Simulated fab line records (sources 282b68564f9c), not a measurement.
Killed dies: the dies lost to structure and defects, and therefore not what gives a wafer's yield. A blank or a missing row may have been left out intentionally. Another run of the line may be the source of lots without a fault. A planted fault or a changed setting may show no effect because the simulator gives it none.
Shared-tool check -- flow rit cmos -- 15 lots and 45 wafers in the sample

## WHAT PROMPTED THE OPENING
Flagged at RIT_GATE_CD_MEAS_16: reading cd nm, on 3 of 15 lots. No-fault wafers: 150.3 nm, standard deviation 3.
Rule: a lot gets a flag if all its wafers with a number sit over 4 standard deviations from that mean, or if no wafer of it has a number. All remaining lots are regarded as sound.

lot,measured,on,"cd nm (nm), wafer by wafer",flag
L457,day 2 16:04,cd sem-01,150.1 149.0 150.4,
L458,day 2 21:44,cd sem-02,156.6 155.7 155.4,
L459,day 3 00:31,cd sem-02,154.9 152.7 153.1,
L460,day 3 12:02,cd sem-02,149.5 151.5 151.1,
L461,day 3 16:02,cd sem-02,152.6 151.2 148.9,
L462,day 3 21:01,cd sem-02,146.8 146.5 147.3,
L463,day 3 23:50,cd sem-01,150.0 148.8 147.2,
L465,day 4 10:34,cd sem-02,151.6 150.9 149.9,
L469,day 5 05:04,cd sem-01,148.1 150.4 149.5,
L471,day 5 11:34,cd sem-02,149.4 146.3 149.1,
L472,day 5 20:17,cd sem-02,152.5 150.1 151.6,
L473,day 6 00:15,cd sem-02,148.3 150.3 148.2,
L474,day 6 06:45,cd sem-01,290.2 290.7 288.5,FLAGGED
L477,day 6 21:13,cd sem-02,262.2 259.9 262.5,FLAGGED
L479,day 7 10:36,cd sem-01,230.4 228.4 229.5,FLAGGED
The numbers of the flagged lots are 260.3 nm on average: +110.0 nm against the usual, or +37 standard deviations.

## EACH LOT AND THE TOOL IT RAN ON
Before the reading, the record contains 2 process steps out of a 202-step route. Read each cell as the tool, then ch plus the chambers that the sampled wafers visited, then the start.
lot,flag,RIT_ACTIVE_STRIP_14,RIT_GATE_EXPOSE_13
L457,,"plasma asher-03 ch 1, day 1 16:23","iline stepper-01 ch 0, day 2 15:40"
L458,,"plasma asher-01 ch 0,1, day 1 19:58","iline stepper-02 ch 0, day 2 21:14"
L459,,"plasma asher-03 ch 1, day 2 01:40","iline stepper-01 ch 0, day 3 00:07"
L460,,"plasma asher-03 ch 0,1, day 2 06:22","iline stepper-02 ch 0, day 3 11:35"
L461,,"plasma asher-03 ch 0, day 2 13:00","iline stepper-02 ch 0, day 3 15:37"
L462,,"plasma asher-04 ch 0,1, day 2 16:09","iline stepper-02 ch 0, day 3 20:37"
L463,,"plasma asher-04 ch 0,1, day 2 21:14","iline stepper-02 ch 0, day 3 23:25"
L465,,"plasma asher-03 ch 0,1, day 3 07:31","iline stepper-01 ch 0, day 4 10:10"
L469,,"plasma asher-01 ch 0,1, day 4 03:23","iline stepper-01 ch 0, day 5 04:40"
L471,,"plasma asher-01 ch 0,1, day 4 13:18","iline stepper-02 ch 0, day 5 11:10"
L472,,"plasma asher-03 ch 0,1, day 4 18:13","iline stepper-01 ch 0, day 5 19:53"
L473,,"plasma asher-03 ch 0,1, day 4 23:49","iline stepper-01 ch 0, day 5 23:51"
L474,FLAGGED,"plasma asher-03 ch 0,1, day 5 04:25","iline stepper-01 ch 0, day 6 06:21"
L477,FLAGGED,"plasma asher-04 ch 0, day 5 19:55","iline stepper-01 ch 0, day 6 20:49"
L479,FLAGGED,"plasma asher-04 ch 0,1, day 6 05:44","iline stepper-01 ch 0, day 7 10:12"
These steps, and what they do:
- RIT_ACTIVE_STRIP_14: strips in O2, time 180 s.
- RIT_GATE_EXPOSE_13: exposes mask M6, target cd 150 nm.
- RIT_GATE_CD_MEAS_16: target cd 150 nm.

## FLAGGED AGAINST TOTAL, ONE TOOL AT A TIME (gauges that did the reading follow at the end)
step,tool,lots run,flagged,share of the flagged lots,sound lots run after its first flagged lot
RIT_ACTIVE_STRIP_14,plasma asher-01,3,0,none,-
RIT_ACTIVE_STRIP_14,plasma asher-03,8,1,some,0
RIT_ACTIVE_STRIP_14,plasma asher-04,4,2,some,0
RIT_GATE_EXPOSE_13,iline stepper-01,9,3,all,0
RIT_GATE_EXPOSE_13,iline stepper-02,6,0,none,-
RIT_GATE_CD_MEAS_16,cd sem-01,5,2,some,0
RIT_GATE_CD_MEAS_16,cd sem-02,10,1,some,0

## WHAT THE TABLE PERMITS
In the table, 1 row covers all flagged lots: iline stepper-01 at RIT_GATE_EXPOSE_13.
- iline stepper-01 at RIT_GATE_EXPOSE_13: 3 of its 9 lots flagged. Its last sound lot is L473 (day 5 23:51), its first flagged lot L474 (day 6 06:21): a fault that began between those two fits. Its own readings lie more than 4 standard deviations out on every wafer of the flagged lots: exposure dose mJ cm2.
Left over: one tool, iline stepper-01 at RIT_GATE_EXPOSE_13.

## WHAT THE SIMULATOR PUT IN
Process parameters drifting: iline stepper-01 at RIT_GATE_EXPOSE_13, beginning at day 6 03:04. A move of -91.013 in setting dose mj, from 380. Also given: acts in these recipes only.
Shown lots that were struck: L474, L477, L479. This agrees with what the rule above found.
